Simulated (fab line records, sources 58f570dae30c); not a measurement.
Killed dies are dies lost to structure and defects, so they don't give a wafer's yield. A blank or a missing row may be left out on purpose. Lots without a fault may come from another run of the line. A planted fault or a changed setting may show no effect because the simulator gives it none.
One fault seen from 2 desks | flow berkeley_cmos170 | each desk has only its own numbers; what lay behind them comes last

THE TOOL OWNER'S DESK: lpcvd-02
The tool's own readings at UCB170_ACTIVE_CVD_05 (deposits Si3N4 from SiH2Cl2/NH3, target thk 220 nm, time 3300 s): means of the sampled wafers that have a number, for each lot that ran on this tool. A lot is out of limits, marked OUT, if its mean lies more than 4 standard deviations from the usual mean; the brackets give that distance.
Columns: A = nh3_flow_sccm at UCB170_ACTIVE_CVD_05, usual 75.02 sccm; B = zone_power_centre_pct at UCB170_ACTIVE_CVD_05, usual 33.5 %
lot  | first seen here | A     | B
L395 | day 4 00:42     | 75.23 | 34.5
L396 | day 4 05:34     | 75.25 | 31.3
L398 | day 4 17:37     | 74.78 | 34.6
L399 | day 5 01:53     | 75.12 | 31.5
L404 | day 6 09:17     | 75.13 | 34.6
L405 | day 6 09:17     | 74.97 | 31.4
L407 | day 6 19:57     | 75.05 | 31.5
L408 | day 6 19:57     | 75.12 | 31.2
L409 | day 7 03:19     | 75.22 | 31.7
L410 | day 7 03:19     | 74.94 | 34.7
This desk's finding: nothing out of limits on any of the 10 lots.

THE METROLOGY DESK
What the gauges read, lot by lot, whatever tool the lot ran on: means of the sampled wafers that have a number. A lot is out of limits, marked OUT, if its mean lies more than 4 standard deviations from the usual mean; the brackets give that distance.
Columns: A = ACTIVE_NITRIDE_THK at UCB170_ACTIVE_THK_MEAS_06, usual 221.5 nm; B = NVT_OVL at UCB170_NVT_OVL_MEAS_06, usual -9 nm
lot  | first seen here | A               | B
L395 | day 4 02:37     | 220.5           | -6
L396 | day 4 07:30     | 221.0           | -9
L398 | day 4 19:32     | 222.6           | -9
L399 | day 5 03:49     | 221.9           | -12
L401 | day 5 09:43     | 223.7           | -16
L403 | day 5 23:12     | 218.9           | -13
L404 | day 6 11:13     | 220.3           | -10
L405 | day 6 11:13     | 221.5           | -6
L407 | day 6 21:53     | 169.4 (-35) OUT | -12
L408 | day 6 21:53     | 169.9 (-34) OUT | -6
L409 | day 7 05:20     | 169.1 (-35) OUT | -11
L410 | day 7 05:24     | 168.6 (-35) OUT | -9
L414 | day 8 06:01     | 219.6           | -6
L415 | day 8 06:01     | 224.7           | -12
L416 | day 8 12:58     | 221.3           | 2
L417 | day 8 19:28     | 220.6           | -8
This desk's finding: out of limits on L407, L408, L409, L410; first on L407, day 6 21:53 (ACTIVE_NITRIDE_THK at UCB170_ACTIVE_THK_MEAS_06). In limits: L395, L396, L398, L399, L401, L403, L404, L405, L414, L415, L416, L417.

PUT TOGETHER
The metrology desk could have raised an alarm at day 6 21:53, on L407, L408, L409, L410.
The tool owner's desk saw nothing out of limits.
The tool owner's desk has L407, L408, L409, L410 on record, within its limits.
Of the lots named, all ran UCB170_ACTIVE_CVD_05 on lpcvd-02.

WHAT THE SIMULATOR HAD PUT IN
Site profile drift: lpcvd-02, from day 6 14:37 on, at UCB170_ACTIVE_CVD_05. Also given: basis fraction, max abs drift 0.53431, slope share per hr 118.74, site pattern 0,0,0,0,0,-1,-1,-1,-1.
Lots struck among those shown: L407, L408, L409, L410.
Hours from the fault's start to each desk's first reading out of limits: the metrology desk, 7.
